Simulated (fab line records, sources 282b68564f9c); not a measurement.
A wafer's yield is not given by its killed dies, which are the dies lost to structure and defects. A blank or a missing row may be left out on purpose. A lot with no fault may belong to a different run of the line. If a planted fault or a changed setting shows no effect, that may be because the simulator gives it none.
fab line records || flow rit-cmos
record {"lots": 15, "wafers": 45, "last-day": 7}
route steps=202 shown PRETRO@65
lots that met no fault: taken from a fault-free run of the same line
start-h: hours from the record's opening day to when the first of the lot's shown wafers began || wait-h: hours from the lot's prior step to this one || " unchanged from the row above || L1.1+2: one row covering several wafers at once || - no value, or no start given || * or withheld: withheld || < > ~ a bound
route shown NAME@n: a module of which the file shows steps, and the number in the route of the first || usual: mean/standard deviation of fault-free wafers || same: alike in all rows || chamber/n: place in a boat || sites: the reading at each site || _std_site: how widely they spread, as a standard deviation || _edge_site: the outer-site mean with the inner-site mean subtracted || radius-mm: how far each site lies from the wafer's centre || mask NAME#n: copy n || behind: the last tool/chamber to shape the wafer || hold: why the lot was held/for how many hours/how that ended || device: the n, p or np transistor that did not switch || end of line: tests of these same wafers at the route's end || where a step has no rows: the recipe by itself || killed: at the first sort, the dies lost to defects and structure; wafer yield is something else || map: dies across one wafer; x = killed, . = not, _ = none there
set.NAME: the run value of the setting; set.NAME@STEP: its run value at that earlier step || model.NAME: the simulator's own value behind a step, which no gauge read
steps of the route over a sample of lots; a table a step, a row a wafer
## steps
# step RIT_PRETRO_COAT_01
# recipe {"resist": "NOVOLAK", "spin-rpm": 2000, "resist-thk-nm": 1300}
# usual {"spin-speed-rpm": "2000.0/1.4"}
{"lot.wafer": "L940.2", "tool": "litho-track-02", "chamber": 0, "start-h": 38.21, "wait-h": 0.1, "spin-speed-rpm": 2000.2}
{"lot.wafer": "L940.3", "tool": "litho-track-02", "chamber": 0, "start-h": 38.21, "wait-h": 0.1, "spin-speed-rpm": 1999.3}
{"lot.wafer": "L940.4", "tool": "litho-track-02", "chamber": 0, "start-h": 38.21, "wait-h": 0.1, "spin-speed-rpm": 2000.8}
{"lot.wafer": "L941.2", "tool": "litho-track-02", "chamber": 0, "start-h": 42.91, "wait-h": 0.1, "spin-speed-rpm": 1997.3}
{"lot.wafer": "L941.3", "tool": "litho-track-02", "chamber": 0, "start-h": 42.91, "wait-h": 0.1, "spin-speed-rpm": 1997.6}
{"lot.wafer": "L941.5", "tool": "litho-track-02", "chamber": 0, "start-h": 42.91, "wait-h": 0.1, "spin-speed-rpm": 1998.7}
{"lot.wafer": "L942.4", "tool": "litho-track-03", "chamber": 0, "start-h": 48.05, "wait-h": 0.1, "spin-speed-rpm": 1999.8}
{"lot.wafer": "L942.5", "tool": "litho-track-03", "chamber": 0, "start-h": 48.05, "wait-h": 0.1, "spin-speed-rpm": 2000.1}
{"lot.wafer": "L942.6", "tool": "litho-track-03", "chamber": 0, "start-h": 48.05, "wait-h": 0.1, "spin-speed-rpm": 2000.7}
{"lot.wafer": "L944.1", "tool": "litho-track-01", "chamber": 0, "start-h": 56.28, "wait-h": 0.1, "spin-speed-rpm": 2000.7}
{"lot.wafer": "L944.2", "tool": "litho-track-01", "chamber": 0, "start-h": 56.28, "wait-h": 0.1, "spin-speed-rpm": 1999.7}
{"lot.wafer": "L944.6", "tool": "litho-track-01", "chamber": 0, "start-h": 56.28, "wait-h": 0.1, "spin-speed-rpm": 1998.6}
{"lot.wafer": "L945.4", "tool": "litho-track-03", "chamber": 0, "start-h": 63.16, "wait-h": 0.1, "spin-speed-rpm": 1999.2}
{"lot.wafer": "L945.5", "tool": "litho-track-03", "chamber": 0, "start-h": 63.16, "wait-h": 0.1, "spin-speed-rpm": 2001.0}
{"lot.wafer": "L945.6", "tool": "litho-track-03", "chamber": 0, "start-h": 63.16, "wait-h": 0.1, "spin-speed-rpm": 2000.7}
{"lot.wafer": "L947.1", "tool": "litho-track-03", "chamber": 0, "start-h": 90.40, "wait-h": 0.1, "spin-speed-rpm": 2000.3}
{"lot.wafer": "L947.3", "tool": "litho-track-03", "chamber": 0, "start-h": 90.40, "wait-h": 0.1, "spin-speed-rpm": 2002.5}
{"lot.wafer": "L947.4", "tool": "litho-track-03", "chamber": 0, "start-h": 90.40, "wait-h": 0.1, "spin-speed-rpm": 1998.9}
{"lot.wafer": "L948.1", "tool": "litho-track-01", "chamber": 0, "start-h": 90.63, "wait-h": 0.1, "spin-speed-rpm": 2001.8}
{"lot.wafer": "L948.3", "tool": "litho-track-01", "chamber": 0, "start-h": 90.63, "wait-h": 0.1, "spin-speed-rpm": 1997.0}
{"lot.wafer": "L948.4", "tool": "litho-track-01", "chamber": 0, "start-h": 90.63, "wait-h": 0.1, "spin-speed-rpm": 2001.0}
{"lot.wafer": "L950.3", "tool": "litho-track-02", "chamber": 0, "start-h": 95.79, "wait-h": 0.1, "spin-speed-rpm": 1999.8}
{"lot.wafer": "L950.4", "tool": "litho-track-02", "chamber": 0, "start-h": 95.79, "wait-h": 0.1, "spin-speed-rpm": 1999.7}
{"lot.wafer": "L950.5", "tool": "litho-track-02", "chamber": 0, "start-h": 95.79, "wait-h": 0.1, "spin-speed-rpm": 1997.7}
{"lot.wafer": "L949.2", "tool": "litho-track-01", "chamber": 0, "start-h": 96.20, "wait-h": 0.1, "spin-speed-rpm": 2000.7}
{"lot.wafer": "L949.4", "tool": "litho-track-01", "chamber": 0, "start-h": 96.20, "wait-h": 0.1, "spin-speed-rpm": 2001.4}
{"lot.wafer": "L949.5", "tool": "litho-track-01", "chamber": 0, "start-h": 96.20, "wait-h": 0.1, "spin-speed-rpm": 1999.5}
{"lot.wafer": "L951.2", "tool": "litho-track-03", "chamber": 0, "start-h": 96.43, "wait-h": 0.1, "spin-speed-rpm": 1996.0}
{"lot.wafer": "L951.4", "tool": "litho-track-03", "chamber": 0, "start-h": 96.43, "wait-h": 0.1, "spin-speed-rpm": 1998.9}
{"lot.wafer": "L951.6", "tool": "litho-track-03", "chamber": 0, "start-h": 96.43, "wait-h": 0.1, "spin-speed-rpm": 1998.1}
{"lot.wafer": "L954.1", "tool": "litho-track-03", "chamber": 0, "start-h": 114.77, "wait-h": 0.1, "spin-speed-rpm": 2000.5}
{"lot.wafer": "L954.3", "tool": "litho-track-03", "chamber": 0, "start-h": 114.77, "wait-h": 0.1, "spin-speed-rpm": 2003.1}
{"lot.wafer": "L954.5", "tool": "litho-track-03", "chamber": 0, "start-h": 114.77, "wait-h": 0.1, "spin-speed-rpm": 2001.3}
{"lot.wafer": "L957.1", "tool": "litho-track-03", "chamber": 0, "start-h": 122.35, "wait-h": 0.1, "spin-speed-rpm": 2122.1}
{"lot.wafer": "L957.5", "tool": "litho-track-03", "chamber": 0, "start-h": 122.35, "wait-h": 0.1, "spin-speed-rpm": 2120.7}
{"lot.wafer": "L957.6", "tool": "litho-track-03", "chamber": 0, "start-h": 122.35, "wait-h": 0.1, "spin-speed-rpm": 2122.2}
{"lot.wafer": "L956.1", "tool": "litho-track-03", "chamber": 0, "start-h": 122.95, "wait-h": 0.1, "spin-speed-rpm": 2122.8}
{"lot.wafer": "L956.4", "tool": "litho-track-03", "chamber": 0, "start-h": 122.95, "wait-h": 0.1, "spin-speed-rpm": 2121.5}
{"lot.wafer": "L956.6", "tool": "litho-track-03", "chamber": 0, "start-h": 122.95, "wait-h": 0.1, "spin-speed-rpm": 2124.8}
{"lot.wafer": "L959.1", "tool": "litho-track-03", "chamber": 0, "start-h": 127.51, "wait-h": 0.1, "spin-speed-rpm": 2120.6}
{"lot.wafer": "L959.3", "tool": "litho-track-03", "chamber": 0, "start-h": 127.51, "wait-h": 0.1, "spin-speed-rpm": 2120.0}
{"lot.wafer": "L959.6", "tool": "litho-track-03", "chamber": 0, "start-h": 127.51, "wait-h": 0.1, "spin-speed-rpm": 2120.5}
{"lot.wafer": "L961.1", "tool": "litho-track-02", "chamber": 0, "start-h": 139.25, "wait-h": 0.1, "spin-speed-rpm": 2000.5}
{"lot.wafer": "L961.3", "tool": "litho-track-02", "chamber": 0, "start-h": 139.25, "wait-h": 0.1, "spin-speed-rpm": 1999.4}
{"lot.wafer": "L961.5", "tool": "litho-track-02", "chamber": 0, "start-h": 139.25, "wait-h": 0.1, "spin-speed-rpm": 2000.2}
## key
first-sign {"step": "RIT_PRETRO_COAT_01", "reading": "spin-speed-rpm", "direction": "up", "sigmas": 85, "usual": 2000.0, "struck": 2121.7}
effect none on later readings
met-at RIT_PRETRO_COAT_01
struck-lots L956,L957,L959
tester-left-out L956,L957,L959
onset-between 114.77 122.35
fault {"kind": "process-parameter-drift", "tool": "litho-track-03", "chamber": "-", "onset-h": 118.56, "steps": "RIT_PRETRO_COAT_01", "channel": "spin-rpm", "offset": 121.01, "shape": "step", "end-h": 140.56, "acts-in": "these-recipes-only", "stated": 2000}
# tester-left-out: of these lots the tester's yield and bins aren't shown, on N5 and GAA mostly nor the transistor test; their killed dies are dies lost to structure and defects alone, not to doping, threshold or leakage, so they don't give the yield
